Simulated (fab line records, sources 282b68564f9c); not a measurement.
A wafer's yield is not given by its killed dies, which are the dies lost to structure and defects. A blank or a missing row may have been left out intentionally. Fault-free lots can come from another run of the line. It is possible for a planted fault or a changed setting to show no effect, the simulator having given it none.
fab line records	flow ritCmos	part 1 of 2: steps 1 to 28 of 30
record lots=5	wafers=23
route steps=202 shown ACTIVE@9 PRETRO@72 GATE@84 NLDD@111 PLDD@122 NSD@139 M1@202
startH: hours from the record's first day to the start of the lot's first wafer shown	waitH: hours elapsed since this lot's preceding step	" same as the row above	L1.1+2: one row covering several wafers at once	- value missing, or start not given	* or withheld: withheld	< > ~ a bound
route shown NAME@n: NAME is a module with steps in the file, n the number in the route of the first one	usual: the fault-free wafers' mean and standard deviation	same: alike in all rows	chamber/n: place in a boat	sites: per-site readings	_std_site: standard deviation across them	_edge_site: mean of outer sites minus mean of inner sites	radiusMm: for every site, how far away it sits from the centre of the wafer	mask NAME#n: copy n	behind: tool/chamber where the wafer was last shaped	hold: the reason the lot was held/the length of the hold in hours/how it ended	device: names the non-switching transistor (n, p or np)	end of line: the route-end tests of the same wafers	a step without rows: its recipe alone	killed: dies that structure and defects cost at the first sort, which is not the same as the wafer's yield	map: a wafer's dies, x killed, . not, _ none there
set.NAME: the setting that was run; set.NAME@STEP: the one run at that earlier step	model.NAME: the simulator's own value behind a step, which no gauge read
lots run with intentionally changed settings; tables by step, rows by wafer
## steps
# step RIT_ACTIVE_EXPOSE_08
# recipe maskId=M1	na=0.6	sourceShape=conventional	sigmaOuter=0.6	targetCdNm=1400	doseMj=225
lot.wafer	tool	chamber	startH	waitH	mask	set.doseMj
L075.2+3+4+5+6	ilineStepper-02	0	21.51	0.1	M1#0	225
L076.1+3+5	ilineStepper-02	0	25.81	0.1	M1#0	225
L076.2+4	"	0	"	"	M1#0	236.6
L078.1+2+3+4+6	ilineStepper-02	0	35.68	0.2	M1#0	225
L081.2+3+5	ilineStepper-01	0	49.50	0.1	M1#0	225
L082.1+2+6	ilineStepper-01	0	55.59	0.1	M1#0	225
L082.4+5	"	0	"	"	M1#0	210.4
# step RIT_ACTIVE_DEVELOP_10
# recipe resist=NOVOLAK	developTimeS=50	devTempC=23
lot.wafer	tool	chamber	startH	waitH	set.developTimeS
L075.2+3+4	lithoTrack-04	0	-	-	50
L075.5+6	"	0	"	"	45.32
L076.1+2+3	lithoTrack-02	0	-	-	44.66
L076.4+5	"	0	"	"	50
L078.1+3	lithoTrack-03	0	-	-	46.65
L078.2+4+6	"	0	"	"	50
L081.2+3+5	lithoTrack-03	0	-	-	50
L082.1+5	lithoTrack-03	0	-	-	57.06
L082.2+4+6	"	0	"	"	50
# step RIT_ACTIVE_CD_MEAS_11
# recipe targetCdNm=1400
# usual cdNm=1398.7/2.6
lot.wafer	tool	chamber	startH	waitH	set.doseMj@ACTIVE_EXPOSE_08	set.developTimeS@ACTIVE_DEVELOP_10	cdNm
L075.2	cdSem-02	-	21.91	-	225	50	1399.6
L075.3	"	-	"	"	225	50	1399.5
L075.4	"	-	"	"	225	50	1400.7
L075.5	"	-	"	"	225	45.32	1410.2
L075.6	"	-	"	"	225	45.32	1407.5
L076.1	cdSem-01	-	26.21	-	225	44.66	1406.2
L076.2	"	-	"	"	236.6	44.66	1391.1
L076.3	"	-	"	"	225	44.66	1404.7
L076.4	"	-	"	"	236.6	50	1379.3
L076.5	"	-	"	"	225	50	1394.8
L078.1	cdSem-01	-	36.08	-	225	46.65	1407.6
L078.2	"	-	"	"	225	50	1399.6
L078.3	"	-	"	"	225	46.65	1409.3
L078.4	"	-	"	"	225	50	1400.7
L078.6	"	-	"	"	225	50	1401.6
L081.2	cdSem-01	-	49.90	-	225	50	1398.4
L081.3	"	-	"	"	225	50	1398.0
L081.5	"	-	"	"	225	50	1398.5
L082.1	cdSem-01	-	55.99	-	225	57.06	1388.3
L082.2	"	-	"	"	225	50	1402.9
L082.4	"	-	"	"	210.4	50	1422.0
L082.5	"	-	"	"	210.4	57.06	1410.1
L082.6	"	-	"	"	225	50	1402.7
# step RIT_ACTIVE_HARDBAKE_12
# recipe resist=NOVOLAK	tempC=140	timeS=60
# step RIT_ACTIVE_ETCH_13
# recipe stopOn=SiO2	chemistry=SF6	target=Si3N4	timeS=210	overEtchFrac=0.4	SF6_flow_sccm=200	pressureMtorr=260	rfW=125	targetDepthA=2100
lot.wafer	tool	chamber	startH	waitH	set.doseMj@ACTIVE_EXPOSE_08	set.developTimeS@ACTIVE_DEVELOP_10	model.ACTIVE.cdNm
L075.2	rieDiel-03	2	22.16	0.1	225	50	1400
L075.3	"	3	"	"	225	50	1399
L075.4	"	0	"	"	225	50	1401
L075.5	"	1	"	"	225	45.32	1410
L075.6	"	2	"	"	225	45.32	1408
L076.1	rieDiel-02	0	26.48	0.1	225	44.66	1406
L076.2	"	2	"	"	236.6	44.66	1391
L076.3	"	1	"	"	225	44.66	1404
L076.4	"	3	"	"	236.6	50	1380
L076.5	"	1	"	"	225	50	1395
L078.1	rieDiel-04	1	36.35	0.1	225	46.65	1407
L078.2	"	3	"	"	225	50	1399
L078.3	"	0	"	"	225	46.65	1410
L078.4+6	"	2,1	"	"	225	50	1401
L081.2+3	rieDiel-02	0,2	50.27	0.1	225	50	1398
L081.5	"	2	"	"	225	50	1399
L082.1	rieDiel-04	0	56.26	0.1	225	57.06	1388
L082.2+6	"	1,0	"	"	225	50	1403
L082.4	"	2	"	"	210.4	50	1422
L082.5	"	1	"	"	210.4	57.06	1410
# step RIT_ACTIVE_STRIP_14
# recipe chemistry=O2	timeS=180	resist=NOVOLAK	platenTempC=withheld	powerW=500	pressureMtorr=4000	o2FlowSccm=4000
# step RIT_ACTIVE_CD_MEAS_90
# recipe targetCdNm=1400
# usual cdNm=1398.7/2.6
lot.wafer	tool	chamber	startH	waitH	set.doseMj@ACTIVE_EXPOSE_08	set.developTimeS@ACTIVE_DEVELOP_10	cdNm
L075.2	cdSem-02	-	22.49	0.1	225	50	1399.9
L075.3	"	-	"	"	225	50	1399.4
L075.4	"	-	"	"	225	50	1400.7
L075.5	"	-	"	"	225	45.32	1410.0
L075.6	"	-	"	"	225	45.32	1407.5
L076.1	cdSem-01	-	26.79	0.1	225	44.66	1405.9
L076.2	"	-	"	"	236.6	44.66	1390.9
L076.3	"	-	"	"	225	44.66	1404.3
L076.4	"	-	"	"	236.6	50	1379.7
L076.5	"	-	"	"	225	50	1394.5
L078.1	cdSem-02	-	36.66	0.1	225	46.65	1407.1
L078.2	"	-	"	"	225	50	1399.4
L078.3	"	-	"	"	225	46.65	1409.7
L078.4	"	-	"	"	225	50	1400.8
L078.6	"	-	"	"	225	50	1401.3
L081.2	cdSem-02	-	50.59	0.1	225	50	1398.3
L081.3	"	-	"	"	225	50	1398.1
L081.5	"	-	"	"	225	50	1398.6
L082.1	cdSem-02	-	56.57	0.1	225	57.06	1388.5
L082.2	"	-	"	"	225	50	1402.4
L082.4	"	-	"	"	210.4	50	1421.8
L082.5	"	-	"	"	210.4	57.06	1409.8
L082.6	"	-	"	"	225	50	1403.2
# step RIT_PRETRO_IMPLANT_08
# recipe species=B	energyKev=45	doseCm2=1.2e+13	tiltDeg=7
lot.wafer	tool	chamber	startH	waitH	set.energyKev	model.implant.rpNm	model.implant.drpNm
L075.2+4+6	implanter-02	0	39.06	0.2	45	144	55.07
L075.3+5	"	0	"	"	42.82	137.4	53.46
L076.1+3	implanter-02	0	48.17	0.2	43.37	140.2	53.87
L076.2+4+5	"	0	"	"	45	145.1	55.07
L078.1+4+6	implanter-01	0	59.75	0.2	45	145.7	55.07
L078.2+3	"	0	"	"	42.71	138.7	53.38
L081.2+3+5	implanter-03	0	68.62	0.2	45	143.4	55.07
L082.1+2+5	implanter-02	0	74.03	0.2	45	139.9	55.07
L082.4+6	"	0	"	"	46	142.8	55.79
# step RIT_GATE_CVD_08
# recipe material=poly-Si	targetThkNm=250	tempC=610	precursor=SiH4	timeS=2220	pressureMtorr=300	sih4FlowSccm=100
lot.wafer	tool	chamber	startH	waitH	set.pressureMtorr	model.poly-Si_of_GATE_CVD_08.thkNm
L075.2	-	-	-	0.0	335.5	264.4
L075.3	"	-	"	"	335.5	264.3
L075.4	"	-	"	"	335.5	265.6
L075.5	"	-	"	"	335.5	264.6
L075.6	"	-	"	"	335.5	265.8
L076.1	-	-	-	0.1	278.8	239.2
L076.2	"	-	"	"	278.8	239.7
L076.3	"	-	"	"	278.8	240.6
L076.4	"	-	"	"	278.8	238.5
L076.5	"	-	"	"	278.8	239.9
L078.1	-	-	-	0.1	300	251.2
L078.2	"	-	"	"	300	251.4
L078.3	"	-	"	"	300	251
L078.4	"	-	"	"	300	250.9
L078.6	"	-	"	"	300	252.2
L081.2	lpcvd-01	1	73.19	0.0	300	250.7
L081.3	"	1	"	"	300	249.1
L081.5	"	1	"	"	300	251.3
L082.1	-	-	-	0.1	342.5	270.3
L082.2	"	-	"	"	342.5	268.2
L082.4+6	"	-	"	"	342.5	266.3
L082.5	"	-	"	"	342.5	266.8
# step RIT_GATE_THK_MEAS_09
# recipe reads=poly-Si_of_GATE_CVD_08
# usual GATE_POLY_THK=251.0/2.8
lot.wafer	tool	chamber	startH	waitH	set.pressureMtorr@GATE_CVD_08	GATE_POLY_THK[nm]
L075.2	filmMetro-04	-	-	-	335.5	264.5
L075.3	"	-	"	"	335.5	264.2
L075.4	"	-	"	"	335.5	265.6
L075.5	"	-	"	"	335.5	264.4
L075.6	"	-	"	"	335.5	265.7
L076.1	filmMetro-03	-	-	-	278.8	239.2
L076.2	"	-	"	"	278.8	239.6
L076.3	"	-	"	"	278.8	240.6
L076.4	"	-	"	"	278.8	238.4
L076.5	"	-	"	"	278.8	239.9
L078.1	filmMetro-02	-	-	-	300	251.4
L078.2	"	-	"	"	300	251.4
L078.3	"	-	"	"	300	251.1
L078.4	"	-	"	"	300	251.0
L078.6	"	-	"	"	300	252.2
L081.2	filmMetro-02	-	74.82	0.0	300	250.8
L081.3	"	-	"	"	300	249.1
L081.5	"	-	"	"	300	251.6
L082.1	filmMetro-03	-	-	-	342.5	270.3
L082.2	"	-	"	"	342.5	268.0
L082.4	"	-	"	"	342.5	266.2
L082.5	"	-	"	"	342.5	266.8
L082.6	"	-	"	"	342.5	266.1
# step RIT_GATE_COAT_11
# recipe resist=NOVOLAK	spinRpm=4250	resistThkNm=850
lot.wafer	tool	chamber	startH	waitH	set.resistThkNm	model.NOVOLAK_of_GATE_COAT_11.thkNm
L075.2+6	lithoTrack-01	0	47.13	0.1	811.8	815.5
L075.3	"	0	"	"	811.8	815.1
L075.4	"	0	"	"	850	856.8
L075.5	"	0	"	"	850	854.2
L076.1	lithoTrack-04	0	53.88	0.1	850	849.9
L076.2	"	0	"	"	850	850.1
L076.3	"	0	"	"	850	847.4
L076.4	"	0	"	"	889.1	890.6
L076.5	"	0	"	"	889.1	890.4
L078.1	lithoTrack-01	0	66.67	0.1	868.9	870.9
L078.2	"	0	"	"	850	852
L078.3	"	0	"	"	850	851.9
L078.4	"	0	"	"	868.9	870.4
L078.6	"	0	"	"	850	852.1
L081.2	lithoTrack-01	0	75.04	0.1	850	853
L081.3	"	0	"	"	850	851.4
L081.5	"	0	"	"	850	852.2
L082.1	lithoTrack-04	0	78.58	0.1	850	854.7
L082.2	"	0	"	"	850	854
L082.4+5+6	"	0	"	"	850	854.3
# step RIT_GATE_SOFTBAKE_12
# recipe resist=NOVOLAK	tempC=90	timeS=60
# step RIT_GATE_EXPOSE_13
# recipe maskId=M6	na=0.6	sourceShape=conventional	sigmaOuter=0.6	targetCdNm=150	doseMj=380
# step RIT_GATE_PEB_14
# recipe resist=NOVOLAK	tempC=withheld	timeS=withheld
# step RIT_GATE_DEVELOP_15
# recipe resist=NOVOLAK	developTimeS=50	devTempC=23
# step RIT_GATE_CD_MEAS_16
# recipe targetCdNm=150
# usual cdNm=148.4/2.9
lot.wafer	tool	chamber	startH	waitH	set.resistThkNm@GATE_COAT_11	cdNm
L075.2	cdSem-01	-	47.82	-	811.8	145.0
L075.3	"	-	"	"	811.8	144.0
L075.4	"	-	"	"	850	148.8
L075.5	"	-	"	"	850	148.9
L075.6	"	-	"	"	811.8	140.8
L076.1	cdSem-01	-	54.70	-	850	144.7
L076.2	"	-	"	"	850	144.0
L076.3	"	-	"	"	850	143.8
L076.4	"	-	"	"	889.1	150.6
L076.5	"	-	"	"	889.1	151.1
L078.1	cdSem-01	-	67.50	-	868.9	153.3
L078.2	"	-	"	"	850	147.5
L078.3	"	-	"	"	850	149.1
L078.4	"	-	"	"	868.9	150.9
L078.6	"	-	"	"	850	150.1
L081.2	cdSem-02	-	75.96	-	850	153.0
L081.3	"	-	"	"	850	153.0
L081.5	"	-	"	"	850	152.1
L082.1	cdSem-01	-	79.40	-	850	148.3
L082.2	"	-	"	"	850	148.6
L082.4	"	-	"	"	850	147.4
L082.5	"	-	"	"	850	148.5
L082.6	"	-	"	"	850	146.6
# step RIT_GATE_HARDBAKE_18
# recipe resist=NOVOLAK	tempC=140	timeS=60
lot.wafer	tool	chamber	startH	waitH	set.resistThkNm@GATE_COAT_11	model.NOVOLAK_of_GATE_COAT_11.thkNm
L075.2	lithoTrack-03	0	47.98	0.0	811.8	722.2
L075.3	"	0	"	"	811.8	721.9
L075.4	"	0	"	"	850	758.5
L075.5	"	0	"	"	850	756.1
L075.6	"	0	"	"	811.8	722.3
L076.1	lithoTrack-01	0	54.86	0.0	850	752.4
L076.2	"	0	"	"	850	752.6
L076.3	"	0	"	"	850	750.2
L076.4	"	0	"	"	889.1	788
L076.5	"	0	"	"	889.1	787.8
L078.1	lithoTrack-01	0	67.66	0.0	868.9	770.7
L078.2	"	0	"	"	850	754.2
L078.3	"	0	"	"	850	754.1
L078.4	"	0	"	"	868.9	770.3
L078.6	"	0	"	"	850	754.4
L081.2	lithoTrack-01	0	76.13	0.0	850	755.2
L081.3	"	0	"	"	850	753.7
L081.5	"	0	"	"	850	754.4
L082.1	lithoTrack-01	0	79.56	0.0	850	756.5
L082.2	"	0	"	"	850	755.9
L082.4+5	"	0	"	"	850	756.3
L082.6	"	0	"	"	850	756.2
# step RIT_GATE_ETCH_19
# recipe chemistry=SF6/CHF3/O2	timeS=165	SF6_flow_sccm=30	CHF3_flow_sccm=30	O2_flow_sccm=5	target=poly-Si	pressureMtorr=40	rfW=160	targetDepthA=3125	overEtchFrac=0.25	stopOn=SiO2
lot.wafer	tool	chamber	startH	waitH	set.pressureMtorr@GATE_CVD_08	set.resistThkNm@GATE_COAT_11	model.GATE.featureDepthNm	model.etch.depthNm	model.NOVOLAK_of_GATE_COAT_11.thkNm
L075.2	rieSi-01	1	48.11	0.1	335.5	811.8	264.4	264.4	641.6
L075.3	"	2	"	"	335.5	811.8	264.3	264.3	634.8
L075.4	"	0	"	"	335.5	850	265.6	265.6	672.6
L075.5	"	0	"	"	335.5	850	264.6	264.6	670.9
L075.6	"	1	"	"	335.5	811.8	265.8	265.8	642.5
L076.1	rieSi-01	3	55.01	0.1	278.8	850	239.2	239.2	671.4
L076.2	"	1	"	"	278.8	850	239.7	239.7	672.7
L076.3	"	0	"	"	278.8	850	240.6	240.6	664.9
L076.4	"	2	"	"	278.8	889.1	238.5	238.5	702.9
L076.5	"	1	"	"	278.8	889.1	239.9	239.9	708.5
L078.1	rieSi-01	0	67.81	0.1	300	868.9	251.2	251.2	685.1
L078.2	"	2	"	"	300	850	251.4	251.4	669
L078.3	"	3	"	"	300	850	251	251	673.2
L078.4	"	1	"	"	300	868.9	250.9	250.9	690.6
L078.6	"	2	"	"	300	850	252.2	252.2	669.4
L081.2	rieSi-02	1	76.25	0.1	300	850	250.7	250.7	670.7
L081.3	"	0	"	"	300	850	249.1	249.1	669.9
L081.5	"	0	"	"	300	850	251.3	251.3	670.2
L082.1	rieSi-01	2	79.71	0.1	342.5	850	270.3	270.3	671.1
L082.2	"	0	"	"	342.5	850	268.2	268.2	670.8
L082.4	"	3	"	"	342.5	850	266.3	266.3	675.3
L082.5	"	2	"	"	342.5	850	266.8	266.8	671.4
L082.6	"	3	"	"	342.5	850	266.3	266.3	675.4
# step RIT_GATE_STRIP_20
# recipe chemistry=O2	timeS=180	resist=NOVOLAK	platenTempC=withheld	powerW=500	pressureMtorr=4000	o2FlowSccm=4000
# step RIT_GATE_CD_MEAS_90
# recipe targetCdNm=150
# usual cdNm=148.3/3
lot.wafer	tool	chamber	startH	waitH	set.resistThkNm@GATE_COAT_11	cdNm
L075.2	cdSem-02	-	48.41	0.1	811.8	144.8
L075.3	"	-	"	"	811.8	143.9
L075.4	"	-	"	"	850	148.9
L075.5	"	-	"	"	850	148.6
L075.6	"	-	"	"	811.8	140.5
L076.1	cdSem-02	-	55.29	0.1	850	144.8
L076.2	"	-	"	"	850	143.9
L076.3	"	-	"	"	850	143.6
L076.4	"	-	"	"	889.1	150.7
L076.5	"	-	"	"	889.1	150.8
L078.1	cdSem-02	-	68.09	0.1	868.9	153.2
L078.2	"	-	"	"	850	147.0
L078.3	"	-	"	"	850	148.7
L078.4	"	-	"	"	868.9	150.6
L078.6	"	-	"	"	850	150.1
L081.2	cdSem-02	-	76.55	0.1	850	152.8
L081.3	"	-	"	"	850	153.3
L081.5	"	-	"	"	850	152.1
L082.1	cdSem-02	-	79.99	0.1	850	148.0
L082.2	"	-	"	"	850	148.5
L082.4	"	-	"	"	850	147.3
L082.5	"	-	"	"	850	148.1
L082.6	"	-	"	"	850	146.6
# step RIT_NLDD_IMPLANT_08
# recipe species=P	energyKev=20	doseCm2=5e+14	tiltDeg=7
lot.wafer	tool	chamber	startH	waitH	set.doseCm2
L075.2+3	implanter-03	0	52.55	0.1	5e+14
L075.4+5+6	"	0	"	"	4.637e+14
L076.1+3+5	implanter-02	0	61.52	0.1	4.669e+14
L076.2+4	"	0	"	"	5e+14
L078.1+2+3+4+6	implanter-03	0	72.36	0.1	5e+14
L081.2+3+5	implanter-03	0	81.67	0.1	5e+14
L082.1+5	implanter-03	0	85.40	0.1	4.723e+14
L082.2+4+6	"	0	"	"	5e+14
# step RIT_NLDD_STRIP_09
# recipe chemistry=O2	timeS=180	resist=NOVOLAK	platenTempC=withheld	powerW=500	pressureMtorr=4000	o2FlowSccm=4000
# step RIT_NLDD_TW_MEAS_10
# usual NLDD_TW=2469/16
lot.wafer	tool	chamber	startH	waitH	set.doseCm2@NLDD_IMPLANT_08	NLDD_TW
L075.2	filmMetro-04	-	52.86	0.1	5e+14	2445
L075.3	"	-	"	"	5e+14	2458
L075.4	"	-	"	"	4.637e+14	2407
L075.5	"	-	"	"	4.637e+14	2411
L075.6	"	-	"	"	4.637e+14	2390
L076.1	filmMetro-02	-	61.85	0.1	4.669e+14	2421
L076.2	"	-	"	"	5e+14	2471
L076.3	"	-	"	"	4.669e+14	2423
L076.4	"	-	"	"	5e+14	2475
L076.5	"	-	"	"	4.669e+14	2421
L078.1	filmMetro-01	-	72.69	0.1	5e+14	2486
L078.2	"	-	"	"	5e+14	2481
L078.3	"	-	"	"	5e+14	2489
L078.4	"	-	"	"	5e+14	2481
L078.6	"	-	"	"	5e+14	2487
L081.2	filmMetro-04	-	81.98	0.1	5e+14	2448
L081.3	"	-	"	"	5e+14	2447
L081.5	"	-	"	"	5e+14	2459
L082.1	filmMetro-02	-	85.72	0.1	4.723e+14	2448
L082.2	"	-	"	"	5e+14	2481
L082.4	"	-	"	"	5e+14	2470
L082.5	"	-	"	"	4.723e+14	2430
L082.6	"	-	"	"	5e+14	2471
# step RIT_PLDD_IMPLANT_08
# recipe species=BF2	energyKev=20	doseCm2=9e+14	tiltDeg=7
lot.wafer	tool	chamber	startH	waitH	set.doseCm2
L075.2+5	implanter-03	0	53.97	0.1	9e+14
L075.3+4+6	"	0	"	"	9.455e+14
L076.1+2+3+4+5	implanter-03	0	63.29	0.1	9e+14
L078.1+2+3	implanter-01	0	73.79	0.1	9e+14
L078.4+6	"	0	"	"	9.23e+14
L081.2+3+5	implanter-04	0	83.33	0.1	9e+14
L082.1+2+6	implanter-01	0	86.94	0.1	8.344e+14
L082.4+5	"	0	"	"	9e+14
# step RIT_PLDD_STRIP_09
# recipe chemistry=O2	timeS=180	resist=NOVOLAK	platenTempC=withheld	powerW=500	pressureMtorr=4000	o2FlowSccm=4000
# step RIT_PLDD_TW_MEAS_10
# usual PLDD_TW=2327/16
lot.wafer	tool	chamber	startH	waitH	set.doseCm2@PLDD_IMPLANT_08	PLDD_TW
L075.2	filmMetro-02	-	54.28	0.1	9e+14	2328
L075.3	"	-	"	"	9.455e+14	2358
L075.4	"	-	"	"	9.455e+14	2355
L075.5	"	-	"	"	9e+14	2324
L075.6	"	-	"	"	9.455e+14	2354
L076.1	filmMetro-02	-	63.61	0.1	9e+14	2329
L076.2	"	-	"	"	9e+14	2326
L076.3	"	-	"	"	9e+14	2333
L076.4	"	-	"	"	9e+14	2325
L076.5	"	-	"	"	9e+14	2334
L078.1	filmMetro-04	-	74.11	0.1	9e+14	2298
L078.2	"	-	"	"	9e+14	2308
L078.3	"	-	"	"	9e+14	2297
L078.4	"	-	"	"	9.23e+14	2319
L078.6	"	-	"	"	9.23e+14	2317
L081.2	filmMetro-01	-	83.64	0.1	9e+14	2338
L081.3	"	-	"	"	9e+14	2347
L081.5	"	-	"	"	9e+14	2336
L082.1	filmMetro-04	-	87.27	0.1	8.344e+14	2277
L082.2	"	-	"	"	8.344e+14	2269
L082.4	"	-	"	"	9e+14	2314
L082.5	"	-	"	"	9e+14	2307
L082.6	"	-	"	"	8.344e+14	2258
# step RIT_NSD_IMPLANT_08
# recipe species=P	energyKev=25	doseCm2=1e+15	tiltDeg=7
lot.wafer	tool	chamber	startH	waitH	set.energyKev	model.implant.drpNm	model.implant.rpNm
L075.2+3+4	implanter-01	0	58.04	0.1	26.39	15.33	33.94
L075.5+6	"	0	"	"	25	14.84	32.73
L076.1+3+4	implanter-01	0	67.20	0.1	23.61	14.33	30.94
L076.2+5	"	0	"	"	25	14.84	32.15
L078.1+2+3+4+6	implanter-02	0	77.96	0.1	25	14.84	32.58
L081.2+3+5	implanter-02	0	87.44	0.1	25	14.84	31.79
L082.1+2+4+5+6	implanter-04	0	91.10	0.1	25	14.84	32
# step RIT_NSD_STRIP_09
# recipe chemistry=O2	timeS=180	resist=NOVOLAK	platenTempC=withheld	powerW=500	pressureMtorr=4000	o2FlowSccm=4000
## key
split step=RIT_ACTIVE_EXPOSE_08	setting=doseMj	stated=225	by=wafer
response step=RIT_ACTIVE_CD_MEAS_11	reading=cdNm	slope=-3.05	per=1%	togetherWith=developTimeS@ACTIVE_DEVELOP_10	explained=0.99
response step=RIT_ACTIVE_ETCH_13	reading=model.ACTIVE.cdNm	slope=-3.01	per=1%	togetherWith=developTimeS@ACTIVE_DEVELOP_10	explained=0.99
response step=RIT_ACTIVE_CD_MEAS_90	reading=cdNm	slope=-2.99	per=1%	togetherWith=developTimeS@ACTIVE_DEVELOP_10	explained=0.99
split step=RIT_ACTIVE_DEVELOP_10	setting=developTimeS	stated=50	by=wafer
response step=RIT_ACTIVE_CD_MEAS_11	reading=cdNm	slope=-0.989	per=1%	togetherWith=doseMj@ACTIVE_EXPOSE_08	explained=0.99
response step=RIT_ACTIVE_ETCH_13	reading=model.ACTIVE.cdNm	slope=-0.991	per=1%	togetherWith=doseMj@ACTIVE_EXPOSE_08	explained=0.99
response step=RIT_ACTIVE_CD_MEAS_90	reading=cdNm	slope=-0.976	per=1%	togetherWith=doseMj@ACTIVE_EXPOSE_08	explained=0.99
split step=RIT_PRETRO_IMPLANT_08	setting=energyKev	stated=45	by=wafer
response step=RIT_PRETRO_IMPLANT_08	reading=model.implant.rpNm	change=+1.37	per=1%	r=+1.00
response step=RIT_PRETRO_IMPLANT_08	reading=model.implant.drpNm	change=+0.331	per=1%	r=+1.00
split step=RIT_GATE_CVD_08	setting=pressureMtorr	stated=300	by=lot
response step=RIT_GATE_CVD_08	reading=model.poly-Si_of_GATE_CVD_08.thkNm	change=+1.29	per=1%	r=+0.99
response step=RIT_GATE_THK_MEAS_09	reading=GATE_POLY_THK	change=+1.28	per=1%	r=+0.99
response step=RIT_GATE_ETCH_19	reading=model.GATE.featureDepthNm	change=+1.29	per=1%	r=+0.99
response step=RIT_GATE_ETCH_19	reading=model.etch.depthNm	change=+1.29	per=1%	r=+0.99
split step=RIT_GATE_COAT_11	setting=resistThkNm	stated=850	by=wafer
response step=RIT_GATE_COAT_11	reading=model.NOVOLAK_of_GATE_COAT_11.thkNm	change=+8.89	per=1%	r=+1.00
response step=RIT_GATE_CD_MEAS_16	reading=cdNm	change=+1.36	per=1%	r=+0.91
response step=RIT_GATE_HARDBAKE_18	reading=model.NOVOLAK_of_GATE_COAT_11.thkNm	change=+7.79	per=1%	r=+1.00
response step=RIT_GATE_ETCH_19	reading=model.NOVOLAK_of_GATE_COAT_11.thkNm	change=+7.52	per=1%	r=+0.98
response step=RIT_GATE_CD_MEAS_90	reading=cdNm	change=+1.37	per=1%	r=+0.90
split step=RIT_NLDD_IMPLANT_08	setting=doseCm2	stated=5e+14	by=wafer
response step=RIT_NLDD_TW_MEAS_10	reading=NLDD_TW	change=+7	per=1%	r=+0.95
response step=RIT_M1_PROBE_99	reading=model.etest.nmosTurned.driveUaUm	change=+4.41	per=1%	r=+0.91
response step=RIT_M1_PROBE_99	reading=model.etest.nldd.rsOhmSq	change=-3.58	per=1%	r=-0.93
split step=RIT_PLDD_IMPLANT_08	setting=doseCm2	stated=9e+14	by=wafer
response step=RIT_PLDD_TW_MEAS_10	reading=PLDD_TW	change=+5.93	per=1%	r=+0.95
split step=RIT_NSD_IMPLANT_08	setting=energyKev	stated=25	by=wafer
response step=RIT_NSD_IMPLANT_08	reading=model.implant.drpNm	change=+0.0895	per=1%	r=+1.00
response step=RIT_NSD_IMPLANT_08	reading=model.implant.rpNm	change=+0.219	per=1%	r=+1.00
response step=RIT_NSD_TW_MEAS_10	reading=NSD_TW	change=+8.22	per=1%	r=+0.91
